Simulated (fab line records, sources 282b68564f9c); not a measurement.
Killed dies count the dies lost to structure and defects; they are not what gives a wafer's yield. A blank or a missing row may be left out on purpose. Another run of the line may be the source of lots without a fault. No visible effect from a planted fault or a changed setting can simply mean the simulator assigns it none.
Lot-split experiment :: flow rit cmos :: on a route of 202 steps: 5 lots, 27 wafers read

ON THE SPLIT
At RIT_ACTIVE_OXIDATION_01 (target thk 46.8 nm, ox time 3360 s), the setting ox time s was moved away from the recipe's 3360 s on 12 of the 27 wafers read, by +23.2% to +53.8%. The other wafers ran this setting at the recipe's value.

Split to reading: the file shows no intervening step.

THE READING
At RIT_ACTIVE_THK_MEAS_02: ACTIVE_OXIDE_THK, given in nm. A value of 46.6 nm with a standard deviation of 0.81 nm is what fault-free wafers of this fab line usually give.

wafer: L074.1
tool, chamber at the split: -, -
ox time s as run, s: 4141
against the recipe: +23.2%
ACTIVE_OXIDE_THK, nm: 53.7
against lot-mates on the recipe: no lot-mate on the recipe

wafer: L074.2
tool, chamber at the split: -, -
ox time s as run, s: 4141
against the recipe: +23.2%
ACTIVE_OXIDE_THK, nm: 53.4
against lot-mates on the recipe: no lot-mate on the recipe

wafer: L074.3
tool, chamber at the split: -, -
ox time s as run, s: 4141
against the recipe: +23.2%
ACTIVE_OXIDE_THK, nm: 54.6
against lot-mates on the recipe: no lot-mate on the recipe

wafer: L074.4
tool, chamber at the split: -, -
ox time s as run, s: 4141
against the recipe: +23.2%
ACTIVE_OXIDE_THK, nm: 54.0
against lot-mates on the recipe: no lot-mate on the recipe

wafer: L074.5
tool, chamber at the split: -, -
ox time s as run, s: 4141
against the recipe: +23.2%
ACTIVE_OXIDE_THK, nm: 54.1
against lot-mates on the recipe: no lot-mate on the recipe

wafer: L074.6
tool, chamber at the split: -, -
ox time s as run, s: 4141
against the recipe: +23.2%
ACTIVE_OXIDE_THK, nm: 53.0
against lot-mates on the recipe: no lot-mate on the recipe

wafer: L079.1
tool, chamber at the split: -, -
ox time s as run, s: 3360
against the recipe: recipe
ACTIVE_OXIDE_THK, nm: 47.1
against lot-mates on the recipe: -

wafer: L079.2
tool, chamber at the split: -, -
ox time s as run, s: 3360
against the recipe: recipe
ACTIVE_OXIDE_THK, nm: 46.7
against lot-mates on the recipe: -

wafer: L079.3
tool, chamber at the split: -, -
ox time s as run, s: 3360
against the recipe: recipe
ACTIVE_OXIDE_THK, nm: 48.0
against lot-mates on the recipe: -

wafer: L079.4
tool, chamber at the split: -, -
ox time s as run, s: 3360
against the recipe: recipe
ACTIVE_OXIDE_THK, nm: 47.1
against lot-mates on the recipe: -

wafer: L079.5
tool, chamber at the split: -, -
ox time s as run, s: 3360
against the recipe: recipe
ACTIVE_OXIDE_THK, nm: 47.6
against lot-mates on the recipe: -

wafer: L079.6
tool, chamber at the split: -, -
ox time s as run, s: 3360
against the recipe: recipe
ACTIVE_OXIDE_THK, nm: 47.5
against lot-mates on the recipe: -

wafer: L080.2
tool, chamber at the split: furnace-04, 0
ox time s as run, s: 3360
against the recipe: recipe
ACTIVE_OXIDE_THK, nm: 47.2
against lot-mates on the recipe: -

wafer: L080.4
tool, chamber at the split: furnace-04, 0
ox time s as run, s: 3360
against the recipe: recipe
ACTIVE_OXIDE_THK, nm: 47.2
against lot-mates on the recipe: -

wafer: L080.5
tool, chamber at the split: furnace-04, 0
ox time s as run, s: 3360
against the recipe: recipe
ACTIVE_OXIDE_THK, nm: 46.5
against lot-mates on the recipe: -

wafer: L081.1
tool, chamber at the split: -, -
ox time s as run, s: 5168
against the recipe: +53.8%
ACTIVE_OXIDE_THK, nm: 61.4
against lot-mates on the recipe: no lot-mate on the recipe

wafer: L081.2
tool, chamber at the split: -, -
ox time s as run, s: 5168
against the recipe: +53.8%
ACTIVE_OXIDE_THK, nm: 62.1
against lot-mates on the recipe: no lot-mate on the recipe

wafer: L081.3
tool, chamber at the split: -, -
ox time s as run, s: 5168
against the recipe: +53.8%
ACTIVE_OXIDE_THK, nm: 61.9
against lot-mates on the recipe: no lot-mate on the recipe

wafer: L081.4
tool, chamber at the split: -, -
ox time s as run, s: 5168
against the recipe: +53.8%
ACTIVE_OXIDE_THK, nm: 61.8
against lot-mates on the recipe: no lot-mate on the recipe

wafer: L081.5
tool, chamber at the split: -, -
ox time s as run, s: 5168
against the recipe: +53.8%
ACTIVE_OXIDE_THK, nm: 61.8
against lot-mates on the recipe: no lot-mate on the recipe

wafer: L081.6
tool, chamber at the split: -, -
ox time s as run, s: 5168
against the recipe: +53.8%
ACTIVE_OXIDE_THK, nm: 61.5
against lot-mates on the recipe: no lot-mate on the recipe

wafer: L084.1
tool, chamber at the split: -, -
ox time s as run, s: 3360
against the recipe: recipe
ACTIVE_OXIDE_THK, nm: 46.2
against lot-mates on the recipe: -

wafer: L084.2
tool, chamber at the split: -, -
ox time s as run, s: 3360
against the recipe: recipe
ACTIVE_OXIDE_THK, nm: 46.2
against lot-mates on the recipe: -

wafer: L084.3
tool, chamber at the split: -, -
ox time s as run, s: 3360
against the recipe: recipe
ACTIVE_OXIDE_THK, nm: 46.2
against lot-mates on the recipe: -

wafer: L084.4
tool, chamber at the split: -, -
ox time s as run, s: 3360
against the recipe: recipe
ACTIVE_OXIDE_THK, nm: 46.2
against lot-mates on the recipe: -

wafer: L084.5
tool, chamber at the split: -, -
ox time s as run, s: 3360
against the recipe: recipe
ACTIVE_OXIDE_THK, nm: 46.4
against lot-mates on the recipe: -

wafer: L084.6
tool, chamber at the split: -, -
ox time s as run, s: 3360
against the recipe: recipe
ACTIVE_OXIDE_THK, nm: 45.3
against lot-mates on the recipe: -

THE FIT
A straight line over all 27 wafers: ACTIVE_OXIDE_THK changes by +0.28 nm for each +1% of ox time s; r = +0.99; the points scatter about the line by 0.64 nm.
Too few moved wafers have a lot-mate on the recipe to fit a line with each lot's own level taken away.

THE WHOLE CHAIN: every reading that the file lists as answering this split, in the file's order
step: RIT_ACTIVE_OXIDATION_01
what it does: target thk 46.8 nm, ox time 3360 s
reading: SiO2_of_ACTIVE_OXIDATION_01.thk nm (the simulator's own value, which no gauge read)
change (the file's fit): +0.28 nm for each +1% of the setting
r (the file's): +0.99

step: RIT_ACTIVE_THK_MEAS_02
what it does: 
reading: ACTIVE_OXIDE_THK
change (the file's fit): +0.28 for each +1% of the setting
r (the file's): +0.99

step: RIT_ACTIVE_ETCH_13
what it does: etches Si3N4 in SF6, stops on SiO2, time 210 s, target depth 210 nm
reading: SiO2_of_ACTIVE_OXIDATION_01.thk nm (the simulator's own value, which no gauge read)
change (the file's fit): +0.286 nm for each +1% of the setting
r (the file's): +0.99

step: RIT_FOX2_WET_ETCH_03
what it does: etches Si3N4 in H3PO4, target depth 195 nm, time 2700 s
reading: SiO2_of_ACTIVE_OXIDATION_01.thk nm (the simulator's own value, which no gauge read)
change (the file's fit): +0.256 nm for each +1% of the setting
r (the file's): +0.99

THE FILE'S OWN FIT
ACTIVE_OXIDE_THK changes by +0.28 nm for each +1% of ox time s, r = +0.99.
